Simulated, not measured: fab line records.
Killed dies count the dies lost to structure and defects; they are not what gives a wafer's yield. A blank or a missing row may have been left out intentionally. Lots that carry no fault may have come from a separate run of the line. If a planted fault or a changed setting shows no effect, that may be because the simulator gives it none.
Code-filled problem report in 8D (eight disciplines) form | flow berkeley cmos170 | the parts of the form that need people (team, actions taken, sign-off) are left out

== 1. THE PROBLEM ==
A mean of 103.3 s is read at UCB170_SPACER_ETCHBACK_03 for run length s, taken on 1 wafer of 1 lot, against 128.3 s (standard deviation 0.38) on wafers free of any fault. Relative to the usual mean, that is a shift of -66 standard deviations.
The step: etches SiO2 in CHF3/CF4/Ar, stops on Si, target depth 376 nm, time 100 s.
Seen first at day 9 10:05 on rie diel-02, wafer L192.3. Wafers with a number at this step in the record: 15, from 5 lots. By rule, "out" or "out of limits" means more than 4 standard deviations away from the usual mean. Any other wafer with a number is counted as sound.

== 2. WHAT THIS IS AND IS NOT ==
question                    | is                           | is not
which readings at this step | run length s, oes product au | drypump motor current A, throttle valve pct
which lots                  | L192                         | L182, L188, L196, L199
which wafers of those lots  | L192.3                       | L192.1, L192.6
read on which tools         | rie diel-02                  | rie diel-03
when                        | from day 9 10:05             | up to then (8 sound wafers); but 6 sound wafers of L196, L199 came after

== 3. THE SUSPECTS, EACH WITH WHAT RULES IT OUT ==
Counting: any tool at a process step up to the reading remains a suspect provided it ran every lot that is out. Sound lots after the first of them don't rule it out here, since some wafers of a struck lot are sound.
- plasma asher-04 at UCB170_NLDD_STRIP_10 (strips in O2): kept. It ran the lot that is out, L192 (day 9 04:41).
- pecvd-03 at UCB170_SPACER_CVD_00 (deposits SiO2 from TEOS/O2, target thk 376 nm, time 47 s): kept. It ran the lot that is out, L192 (day 9 05:02).
- rie diel-02 at UCB170_SPACER_ETCHBACK_03 (etches SiO2 in CHF3/CF4/Ar, stops on Si, target depth 376 nm, time 100 s): kept. It processed L192, the lot that is out, at day 9 10:05, and its most recent sound lot before then was L188 at day 8 17:47. On those wafers its own readings are out: oes product au, run length s.
- The sound lot-mates ran in chamber 1 of rie diel-02 at UCB170_SPACER_ETCHBACK_03, but the wafers that are out ran in chamber 0.
The count leaves plasma asher-04 at UCB170_NLDD_STRIP_10, pecvd-03 at UCB170_SPACER_CVD_00, and rie diel-02 at UCB170_SPACER_ETCHBACK_03.

== 4. THE CAUSE (what the simulator had put in) ==
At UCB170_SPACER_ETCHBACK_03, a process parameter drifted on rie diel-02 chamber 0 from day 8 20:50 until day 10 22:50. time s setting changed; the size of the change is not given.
Counting left 3 suspects, and this tool is among them.

== 5. THE CHAIN OF EFFECTS, in route order ==
Each row: a reading where the mean over the struck wafers with a number is more than 3 standard deviations away from the usual. Readings are gone through only where the record gives a usual standard deviation; hours: the median, over the lots, of the time from a lot's start at the first step in this table giving one to that lot's start at this step; sigmas: the change measured in usual standard deviations.
hours | step                      | reading        | usual      | on struck wafers | change | sigmas
0     | UCB170_SPACER_ETCHBACK_03 | oes product au | 0.898 a.u. | 0.987            | +0.089 | +4.9
0     | UCB170_SPACER_ETCHBACK_03 | run length s   | 128.3 s    | 103.3            | -25.0  | -66
Its process steps:
- UCB170_SPACER_ETCHBACK_03: etches SiO2 in CHF3/CF4/Ar, stops on Si, target depth 376 nm, time 100 s.

== 6. WHAT WOULD HAVE CAUGHT IT SOONER ==
In this record no reading fell out of limits until day 9 10:05, 13 hours after the fault had begun at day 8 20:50.
